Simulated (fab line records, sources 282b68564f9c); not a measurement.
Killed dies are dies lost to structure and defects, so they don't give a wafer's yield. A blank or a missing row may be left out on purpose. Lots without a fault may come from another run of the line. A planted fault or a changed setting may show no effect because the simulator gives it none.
A struck lot beside a sound one | flow rit_cmos | 22 steps out of a route of 202
Sound: wafers L714.2, L714.3, L714.4. Struck: wafers L731.1, L731.2, L731.4. The cause comes at the end.
At each step with rows: each side's tool, then ch and its chambers, then its first start. Under that, the readings that differ: sound wafers | struck wafers | difference of the means | sigmas: that difference in standard deviations of wafers without a fault.
alike: readings whose means differ by less than 2 such deviations, and words and numbers that are the same on both sides. not compared: withheld readings, readings that some wafer has no value for, bounds like >300 that may hide the same value, and numbers for which the record gives no deviation and whose values overlap.
The two part at a step that has a row with sigmas, a row that says differs or no value, or rows on one side only. Numbers that don't overlap but have no deviation are shown without sigmas and don't part them. A reading that every wafer of one side lacks parts them only if that side has two wafers or more.

first, 2 steps without rows for these wafers: RIT_NSD_HARDBAKE_07 (time 60 s); RIT_NSD_IMPLANT_08.
RIT_NSD_STRIP_09: strips in O2, time 180 s.
  sound on plasma_asher-01 ch 0,1, day 3 11:05; struck on plasma_asher-01 ch 0,1, day 7 05:08
  alike: drypump_motor_current_A, rf_refl_power_W
  not compared: rf_hours_counter_h
RIT_NSD_TW_MEAS_10:
  sound on film_metro-01, day 3 11:16; struck on film_metro-03, day 7 05:19
  alike: NSD_TW
then, 6 steps without rows for these wafers: RIT_PSD_HMDS_00 (prime time 60 s); RIT_PSD_COAT_01 (resist thk 1000 nm); RIT_PSD_SOFTBAKE_02 (time 60 s); RIT_PSD_EXPOSE_03 (exposes mask M10, target cd 40900 nm); RIT_PSD_PEB_04; RIT_PSD_DEVELOP_05 (develop time 50 s).
RIT_PSD_OVL_MEAS_06:
  sound on overlay-02, day 3 12:17; struck on overlay-01, day 7 06:25
  alike: PSD_OVL
then, 1 step without rows for these wafers: RIT_PSD_HARDBAKE_07 (time 60 s).
RIT_PSD_IMPLANT_08:
  sound on implanter-04 ch 0, day 3 12:30; struck on implanter-04 ch 0, day 7 06:36
  reading                   | sound                | struck               | difference | sigmas
  beam_energy_keV           | 26.999 27.004 27.009 | 25.110 25.105 25.123 | -1.891     | -99 or more
  model.implant.rp_nm (nm)  | 22.12 22.12 22.12    | 19.96 19.96 19.96    | -2.16      |
  model.implant.drp_nm (nm) | 12.05 12.05 12.05    | 11.45 11.45 11.45    | -0.60      |
  alike: tilt_deg
RIT_PSD_STRIP_09: strips in O2, time 180 s.
  sound on plasma_asher-03 ch 0,1, day 3 12:37; struck on plasma_asher-01 ch 0,1, day 7 06:45
  alike: drypump_motor_current_A, rf_refl_power_W
  not compared: rf_hours_counter_h
RIT_PSD_TW_MEAS_10:
  sound on film_metro-01, day 3 12:49; struck on film_metro-03, day 7 06:56
  alike: PSD_TW
then, 3 steps without rows for these wafers: RIT_SDANNEAL_CLEAN_00 (cleans in SC1, time 600 s); RIT_SDANNEAL_CLEAN_01 (cleans in dHF, time 30 s); RIT_SDANNEAL_CLEAN_02 (cleans in SC2, time 600 s).
RIT_SDANNEAL_RTA_03: time 5 s.
  sound on rtp_anneal-01 ch 0, day 3 13:14; struck on rtp_anneal-02 ch 0, day 7 07:23
  alike: wafer_temp_C_max
RIT_SDANNEAL_RS_MEAS_04: measures by four-point-probe.
  sound on film_metro-02, day 3 13:18; struck on film_metro-03, day 7 07:48
  reading         | sound                | struck               | difference | sigmas
  PSD_RS (ohm/sq) | 116.39 116.27 115.49 | 120.10 120.02 119.82 | +3.93      | +14
  not compared: hold
RIT_SDANNEAL_RS_MEAS_05: measures by four-point-probe.
  sound on film_metro-02, day 3 13:25; struck on film_metro-03, day 7 11:20
  reading | sound | struck                                                                     | difference                   | sigmas
  hold    | - - - | await_dispo/3.4h/release await_dispo/3.4h/release await_dispo/3.4h/release | no value on the sound wafers |
  alike: NSD_RS
RIT_M1_PROBE_99:
  sound on prober-02, day 3 20:37; struck on prober-01, day 7 18:56
  alike: killed_at_front_end, killed_dies, killed_on_rim, killed_open, killed_short

WHERE THEY PART
First at RIT_PSD_IMPLANT_08; last, within this record, at RIT_SDANNEAL_RS_MEAS_05. Later steps at which nothing parts them and some readings are alike: RIT_M1_PROBE_99.

WHY: what the simulator had put in
Process parameter drift: implanter-04, from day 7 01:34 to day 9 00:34, at RIT_PSD_IMPLANT_08. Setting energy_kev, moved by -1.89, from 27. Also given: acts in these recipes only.
